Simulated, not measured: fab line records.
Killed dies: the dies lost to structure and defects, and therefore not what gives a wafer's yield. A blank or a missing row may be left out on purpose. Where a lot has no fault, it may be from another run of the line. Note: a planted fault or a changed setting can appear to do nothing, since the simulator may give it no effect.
2 desks looking at one fault | flow rit cmos | each desk holds nothing but its own numbers, with what lay behind them at the end

== FROM THE METROLOGY DESK ==
What the gauges read, lot by lot, whatever tool the lot ran on: means of the sampled wafers that have a number. If a lot's mean is further than 4 standard deviations from the usual mean, the lot is out of limits and carries the mark OUT (the distance appears in the brackets).
Columns: A = NLDD_OVL at RIT_NLDD_OVL_MEAS_06, usual 0.2 nm; B = NLDD_TW at RIT_NLDD_TW_MEAS_10, usual 2494; C = NSD_OVL at RIT_NSD_OVL_MEAS_06, usual 0.1 nm; D = NLDD_RS at RIT_SDANNEAL_RS_MEAS_07, usual 151.7 ohm/sq
lot  | first seen here | A    | B              | C    | D
L277 | day 2 23:19     | -0.0 | 2492           | -1.1 | 151.4
L278 | day 3 02:29     | 0.1  | 2492           | -0.1 | 152.1
L279 | day 3 13:40     | -1.3 | 2514           | 0.7  | 151.4
L280 | day 3 13:44     | 0.6  | 2484           | 1.8  | 152.7
L281 | day 3 18:09     | 3.3  | 2485           | 1.6  | 152.2
L284 | day 4 07:24     | -0.1 | 2484           | -0.5 | 152.0
L285 | day 4 10:16     | -1.4 | 2517           | -1.2 | 151.8
L288 | day 5 06:14     | 0.6  | 2465           | -0.3 | 151.3
L291 | day 5 17:29     | -0.4 | 1953 (-32) OUT | 1.0  | 291.7 (+99 or more) OUT
L293 | day 6 01:20     | 1.9  | 1960 (-31) OUT | -0.4 | 293.9 (+99 or more) OUT
L294 | day 6 08:40     | 1.1  | 1946 (-32) OUT | 1.9  | 289.7 (+99 or more) OUT
L295 | day 6 13:38     | -0.4 | 2473           | 1.0  | 151.7
L297 | day 6 22:50     | -1.6 | 2466           | 0.3  | 151.9
L298 | day 7 03:51     | -1.8 | 2489           | -1.7 | 152.7
L299 | day 7 12:49     | -0.3 | 2505           | -0.7 | 151.6
Finding of this desk: L291, L293, L294 out of limits, first seen on L291 at day 5 18:00 (NLDD_TW at RIT_NLDD_TW_MEAS_10). L277, L278, L279, L280, L281, L284, L285, L288, L295, L297, L298, L299 stayed within limits.

== DESK OF THE TOOL OWNER: implanter-01 ==
The tool's own readings at RIT_NLDD_IMPLANT_08, given as means over the sampled wafers that have a number, one for each lot that went through this tool. If a lot's mean is further than 4 standard deviations from the usual mean, the lot is out of limits and carries the mark OUT (the distance appears in the brackets).
Columns: A = dose ions cm2 at RIT_NLDD_IMPLANT_08, usual 5e+14; B = end station pressure torr at RIT_NLDD_IMPLANT_08, usual 6.2e-06 Torr; C = faraday current uA at RIT_NLDD_IMPLANT_08, usual 1571
lot  | first seen here | A                       | B       | C
L277 | day 2 23:33     | 5e+14                   | 6.1e-06 | 1561
L284 | day 4 07:37     | 5e+14                   | 6.3e-06 | 1579
L285 | day 4 10:28     | 5e+14                   | 6.3e-06 | 1563
L291 | day 5 17:40     | 2e+14 (-99 or more) OUT | 5.6e-06 | 655 (-30) OUT
L293 | day 6 01:32     | 2e+14 (-99 or more) OUT | 5.4e-06 | 671 (-29) OUT
L294 | day 6 08:50     | 2e+14 (-99 or more) OUT | 5.5e-06 | 655 (-30) OUT
This desk's finding: out of limits on L291, L293, L294; first on L291, day 5 17:40 (dose ions cm2 at RIT_NLDD_IMPLANT_08). L277, L284, L285 stayed within limits.

== PUT TOGETHER ==
The tool owner's desk could have raised an alarm at day 5 17:40, on L291, L293, L294.
Metrology desk: alarm possible at day 5 18:00 on L291, L293, L294.
Every lot named ran RIT_NLDD_IMPLANT_08 on implanter-01.

== WHAT THE SIMULATOR HAD INSERTED ==
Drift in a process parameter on implanter-01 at RIT_NLDD_IMPLANT_08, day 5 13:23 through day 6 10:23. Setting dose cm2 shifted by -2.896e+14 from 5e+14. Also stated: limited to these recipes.
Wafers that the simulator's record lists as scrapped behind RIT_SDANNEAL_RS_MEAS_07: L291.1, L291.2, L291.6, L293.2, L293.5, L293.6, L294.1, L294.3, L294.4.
Lots struck among those shown: L291, L293, L294.
Hours from the fault's start to each desk's first reading out of limits: the tool owner's desk, 4; the metrology desk, 5.
